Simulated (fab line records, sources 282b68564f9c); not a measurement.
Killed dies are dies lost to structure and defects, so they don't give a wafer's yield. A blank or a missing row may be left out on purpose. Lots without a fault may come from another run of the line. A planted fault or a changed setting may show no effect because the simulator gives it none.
fab line records | flow rit_cmos
record lots=13 wafers=39 last_day=5
route steps=202 shown SPACER@128
lots that met no fault: from a run of the same line without faults
start_h: hours from the record's first day to the start of the lot's first wafer shown | wait_h: hours since the lot's step before | " the same as in the row above | L1.1+2: a row that stands for several wafers | - no value, or no start given | * or withheld: withheld | < > ~ a bound
route shown NAME@n: a module of which the file shows steps, and the number in the route of the first | usual: mean/standard deviation of fault-free wafers | same: alike in all rows | chamber/n: place in a boat | sites: the reading at each site | _std_site: their standard deviation | _edge_site: outer sites' mean less inner sites' | radius_mm: how far each site lies from the wafer's centre | mask NAME#n: copy n | behind: the tool/chamber that last shaped the wafer | hold: why the lot was held/for how many hours/how that ended | device: the transistor (n, p or np) that didn't switch | end of line: the same wafers' tests at the end of the route | a step without rows: its recipe alone | killed: dies lost to structure and defects at the first sort, not the wafer's yield | map: a wafer's dies, x killed, . not, _ none there
set.NAME: the setting as run; set.NAME@STEP: as run at that earlier step | model.NAME: the simulator's own value behind a step, which no gauge read
steps of the route over a sample of lots; a table a step, a row a wafer
services: from which hour (start_h, from the record's first day; less than 0 if before it) a tool's chamber was out of use, for how many hours, and why
## steps
# step RIT_SPACER_CVD_03
# recipe material=Si3N4 target_thk_nm=250 temp_c=810 precursor=SiH2Cl2/NH3 time_s=3300 pressure_mtorr=300 sih2cl2_flow_sccm=60 nh3_flow_sccm=150
# usual spike_tc_centre_C=813.0/1.4
# columns lot.wafer tool chamber start_h wait_h spike_tc_centre_C
L557.3 lpcvd-01 0 49.57 0.0 814.1
L557.5 " 0 " " 814.9
L557.6 " 0 " " 813.2
L558.1 lpcvd-02 1 53.53 0.2 810.2
L558.4 " 1 " " 811.9
L558.6 " 1 " " 811.6
L559.1 lpcvd-01 1 58.88 0.0 813.7
L559.5 " 1 " " 811.5
L559.6 " 1 " " 812.6
L560.4 lpcvd-01 0 63.11 0.0 813.3
L560.5 " 0 " " 814.9
L560.6 " 0 " " 815.3
L561.1 lpcvd-01 1 68.53 0.3 812.6
L561.2 " 1 " " 809.7
L561.4 " 1 " " 812.3
L562.1 lpcvd-01 1 75.17 0.5 812.1
L562.2 " 1 " " 812.7
L562.3 " 1 " " 813.4
L563.1 lpcvd-01 0 78.53 0.8 812.9
L563.2 " 0 " " 813.8
L563.4 " 0 " " 814.7
L564.2 lpcvd-02 1 83.45 0.0 812.1
L564.4 " 1 " " 811.6
L564.6 " 1 " " 812.4
L565.1 lpcvd-02 1 89.70 0.0 810.2
L565.4 " 1 " " 812.6
L565.6 " 1 " " 813.2
L566.1 lpcvd-01 1 94.56 0.0 812.5
L566.3 " 1 " " 812.5
L566.5 " 1 " " 811.6
L568.2 lpcvd-02 1 103.30 0.0 810.7
L568.4 " 1 " " 812.9
L568.5 " 1 " " 810.9
L569.1 lpcvd-01 0 109.93 0.0 814.0
L569.5 " 0 " " 815.2
L569.6 " 0 " " 814.0
L571.3 lpcvd-01 0 118.39 0.0 826.5
L571.4 " 0 " " 828.8
L571.5 " 0 " " 824.3
# step RIT_SPACER_THK_MEAS_04
# recipe reads=Si3N4_of_SPACER_CVD_03
# usual SPACER_NITRIDE_THK=248.9/2.5
# columns lot.wafer tool chamber start_h wait_h SPACER_NITRIDE_THK[nm]
L557.3 film_metro-02 - 51.51 0.0 247.3
L557.5 " - " " 246.1
L557.6 " - " " 248.6
L558.1 film_metro-02 - 55.45 0.0 254.6
L558.4 " - " " 256.5
L558.6 " - " " 252.6
L559.1 film_metro-01 - 60.79 0.0 250.7
L559.5 " - " " 251.4
L559.6 " - " " 249.3
L560.4 film_metro-01 - 65.06 0.0 251.7
L560.5 " - " " 252.2
L560.6 " - " " 249.8
L561.1 film_metro-02 - 71.41 0.0 243.4
L561.2 " - " " 245.7
L561.4 " - " " 244.9
L562.1 film_metro-04 - 77.09 0.0 248.3
L562.2 " - " " 247.8
L562.3 " - " " 246.8
L563.1 film_metro-01 - 80.45 0.0 250.5
L563.2 " - " " 251.6
L563.4 " - " " 252.0
L564.2 film_metro-04 - 85.37 0.0 247.7
L564.4 " - " " 247.1
L564.6 " - " " 249.5
L565.1 film_metro-02 - 91.62 0.0 254.8
L565.4 " - " " 253.7
L565.6 " - " " 253.3
L566.1 film_metro-02 - 96.47 0.0 248.5
L566.3 " - " " 249.4
L566.5 " - " " 250.1
L568.2 film_metro-04 - 105.23 0.0 249.6
L568.4 " - " " 249.2
L568.5 " - " " 249.2
L569.1 film_metro-02 - 111.85 0.0 249.2
L569.5 " - " " 249.4
L569.6 " - " " 248.0
L571.3 film_metro-02 - 120.33 0.0 285.2
L571.4 " - " " 286.0
L571.5 " - " " 280.2
# step RIT_SPACER_ETCHBACK_05
# recipe target_depth_a=2500 SF6_flow_sccm=30 CHF3_flow_sccm=30 target=Si3N4 chemistry=SF6/CHF3 pressure_mtorr=40 rf_w=250 time_s=240 stop_on=SiO2
# usual drypump_motor_current_A=5.9/0.51 oes_product_au=0.838/0.018 throttle_valve_pct=10.24/0.13
# columns lot.wafer tool chamber start_h wait_h drypump_motor_current_A oes_product_au rf_hours_counter_h throttle_valve_pct
L557.3 rie_diel-04 1 51.55 0.0 6.3 0.815 19 10.15
L557.5 " 0 " " 6.4 0.828 - 10.18
L557.6 " 3 " " 5.9 0.825 - 10.43
L558.1 rie_diel-01 3 55.51 0.1 4.7 0.828 35 10.20
L558.4 " 1 " " 6.2 0.876 170 10.33
L558.6 " 3 " " 4.7 0.821 - 10.19
L559.1 rie_diel-01 3 60.85 0.1 4.7 0.825 35 10.19
L559.5 " 2 " " 6.6 0.850 - 10.16
L559.6 " 3 " " 4.7 0.817 - 10.20
L560.4 rie_diel-03 0 65.09 0.0 4.9 0.868 15 10.14
L560.5 " 0 " " 4.9 0.873 - 10.14
L560.6 " 1 " " 5.7 0.838 - 10.34
L561.1 rie_diel-04 1 71.47 0.1 6.4 0.811 19 10.14
L561.2 " 2 " " 5.8 0.833 108 10.05
L561.4 " 0 " " 6.4 0.829 96 10.18
L562.1 rie_diel-03 0 77.15 0.1 4.9 0.857 15 10.14
L562.2 " 3 " " 6.2 0.821 139 10.35
L562.3 " 2 " " 5.8 0.850 6 10.50
L563.1 rie_diel-01 3 80.51 0.1 4.7 0.820 35 10.20
L563.2 " 0 " " 5.8 0.867 130 10.18
L563.4 " 2 " " 6.6 0.851 52 10.18
L564.2 rie_diel-04 1 85.42 0.0 6.3 0.817 19 10.13
L564.4 " 2 " " 5.7 0.860 108 10.02
L564.6 " 0 " " 6.3 0.837 - 10.19
L565.1 rie_diel-04 3 91.68 0.1 5.8 0.839 85 10.43
L565.4 " 1 " " 6.3 0.833 19 10.14
L565.6 " 2 " " 5.8 0.869 - 10.04
L566.1 rie_diel-03 3 96.53 0.1 6.2 0.813 140 10.34
L566.3 " 2 " " 5.7 0.855 7 10.50
L566.5 " 2 " " 5.7 0.868 - 10.54
L568.2 rie_diel-04 0 105.28 0.0 6.4 0.834 97 10.18
L568.4 " 2 " " 5.8 0.856 108 10.05
L568.5 " 2 " " 5.8 0.856 - 10.04
L569.1 rie_diel-01 0 111.91 0.1 5.8 0.860 130 10.17
L569.5 " 1 " " 6.2 0.836 - 10.35
L569.6 " 2 " " 6.6 0.843 - 10.19
L571.3 rie_diel-01 1 120.37 0.0 6.2 0.923 1 10.36
L571.4 " 0 " " 5.8 0.949 130 10.19
L571.5 " 3 " " 4.7 0.891 - 10.21
## services
# columns tool chamber start_h hours kind
rie_diel-01 - 42.55 0.4 repair
rie_diel-01 1 55.66 - clean
rie_diel-01 1 55.66 24.1 scheduled_down
rie_diel-01 1 55.66 24.1 vent_cycle
rie_diel-01 3 63.31 4.3 repair
rie_diel-04 3 64.87 3.3 repair
lpcvd-02 - 73.56 6.0 pm
rie_diel-01 - 89.55 1.4 repair
rie_diel-04 - 95.78 2.8 pm
rie_diel-01 1 97.98 8.9 repair
## key
first_sign step=RIT_SPACER_CVD_03 reading=spike_tc_centre_C direction=up sigmas=9.4 usual=813.0 struck=826.5
effect step=RIT_SPACER_THK_MEAS_04 reading=SPACER_NITRIDE_THK direction=up sigmas=14 usual=248.9 struck=283.8
effect step=RIT_SPACER_ETCHBACK_05 reading=oes_product_au direction=up sigmas=4.7 usual=0.838 struck=0.921
met_at RIT_SPACER_CVD_03
struck_lots L571
struck_wafers L571.3,L571.4,L571.5
tester_left_out L571
onset_between 109.93 118.39
fault kind=process_parameter_drift tool=lpcvd-01 chamber=0 onset_h=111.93 steps=RIT_SPACER_CVD_03 channel=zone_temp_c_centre offset=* shape=step end_h=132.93
# tester_left_out: of these lots the tester's yield and bins aren't shown, on N5 and GAA mostly nor the transistor test; their killed dies are dies lost to structure and defects alone, not to doping, threshold or leakage, so they don't give the yield
